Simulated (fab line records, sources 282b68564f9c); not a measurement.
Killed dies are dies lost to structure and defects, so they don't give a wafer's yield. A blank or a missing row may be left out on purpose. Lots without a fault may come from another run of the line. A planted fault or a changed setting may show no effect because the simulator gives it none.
Which tool did it? | flow rit_cmos | 14 lots, 42 wafers sampled, at 2 steps of a route of 202

WHAT THE GAUGES READ, wafer by wafer
The record holds no reading of a measuring or inspecting step that can be judged against a usual standard deviation.

WHICH TOOL RAN EACH LOT (tool, then ch and the chambers of the sampled wafers, then the start)
lot  | RIT_NRETRO_DEVELOP_05            | RIT_M1_PROBE_99
L542 | litho_track-01 ch 0, day 2 13:00 | prober-01, day 3 20:29
L543 | litho_track-04 ch 0, day 2 17:00 | -
L544 | litho_track-02 ch 0, day 2 23:00 | -
L545 | litho_track-02 ch 0, day 3 02:00 | -
L546 | litho_track-01 ch 0, day 3 07:00 | -
L547 | litho_track-04 ch 0, day 3 14:00 | prober-02, day 5 10:56
L548 | litho_track-04 ch 0, day 4 02:00 | -
L549 | litho_track-04 ch 0, day 4 17:00 | -
L550 | litho_track-01 ch 0, day 4 17:00 | -
L552 | litho_track-02 ch 0, day 4 22:00 | -
L551 | litho_track-04 ch 0, day 4 22:00 | prober-01, day 6 14:25
L553 | litho_track-04 ch 0, day 4 23:00 | -
L564 | litho_track-04 ch 0, day 6 21:00 | -
L565 | litho_track-04 ch 0, day 7 01:00 | -
- RIT_NRETRO_DEVELOP_05: develop time 68 s.
- RIT_M1_PROBE_99

WHAT THE TOOLS THEMSELVES READ (means of the sampled wafers that have a number; where no wafer has one, the mark that the record gives instead)
RIT_NRETRO_DEVELOP_05.
lot  | tool           | developer_temp_C (C)
L542 | litho_track-01 | 22.97
L543 | litho_track-04 | 22.98
L544 | litho_track-02 | 22.95
L545 | litho_track-02 | 22.84
L546 | litho_track-01 | 22.91
L547 | litho_track-04 | 22.91
L548 | litho_track-04 | 23.05
L549 | litho_track-04 | 22.93
L550 | litho_track-01 | 23.07
L552 | litho_track-02 | 22.91
L551 | litho_track-04 | 23.21
L553 | litho_track-04 | 22.98
L564 | litho_track-04 | 25.36
L565 | litho_track-04 | 25.24

RIT_M1_PROBE_99.
lot  | tool      | killed_at_contacts | killed_at_front_end | killed_dies | killed_on_rim | killed_open | killed_short
L542 | prober-01 | 0.0                | 7.0                 | 7.0         | 3.0           | 3.7         | 3.3
L547 | prober-02 | 0.0                | 6.7                 | 6.7         | 1.0           | 3.3         | 3.3
L551 | prober-01 | 0.0                | 4.3                 | 4.3         | 2.0           | 2.7         | 1.7

THE ANSWER, worked out from the rows above alone
Rule: what is usual is taken from the lots themselves. Put in order of their means at a reading, lots are off if they are a third of the lots or fewer, leave a main group of 4 or more, and stand apart from it by a gap of 3 or more times the standard deviation of the main group's means; of several such gaps the widest counts. A main group whose means are all the same, to the digits that the tables above print for the reading, isn't used. A lot without any number at a reading at which 4 lots or more have one is off too. The other lots that the step has rows for count as sound. The gauges are gone through in route order, then the tools' own readings, and for those a lot's mean is taken as printed above. The first step at which some lot is off is used, and at that step the reading that is off furthest; a lot without a number counts as furthest.
Off: L564, L565, at RIT_NRETRO_DEVELOP_05 (developer_temp_C). The main group: mean 22.98 C, standard deviation 0.093.
A tool fits if, at that step or a process step before it, it ran every lot that is off, and no sound lot after the first of them. One fits: litho_track-04 at RIT_NRETRO_DEVELOP_05. Its last sound lot is L553 (day 4 23:00), its first lot that is off L564 (day 6 21:00): a fault that began between those two fits.
The tool's own readings at RIT_NRETRO_DEVELOP_05 bear it out: on the lots that are off they differ by more than 5 times the standard deviation of the sound lots' means. developer_temp_C reads 25.30 C there against 22.98 C on the sound lots.

WHAT THE SIMULATOR HAD PUT IN
Process parameter drift: litho_track-04, from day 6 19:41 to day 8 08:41, at RIT_NRETRO_DEVELOP_05. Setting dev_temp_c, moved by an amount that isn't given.
Lots struck among those shown: L564, L565. The rule above found the same.
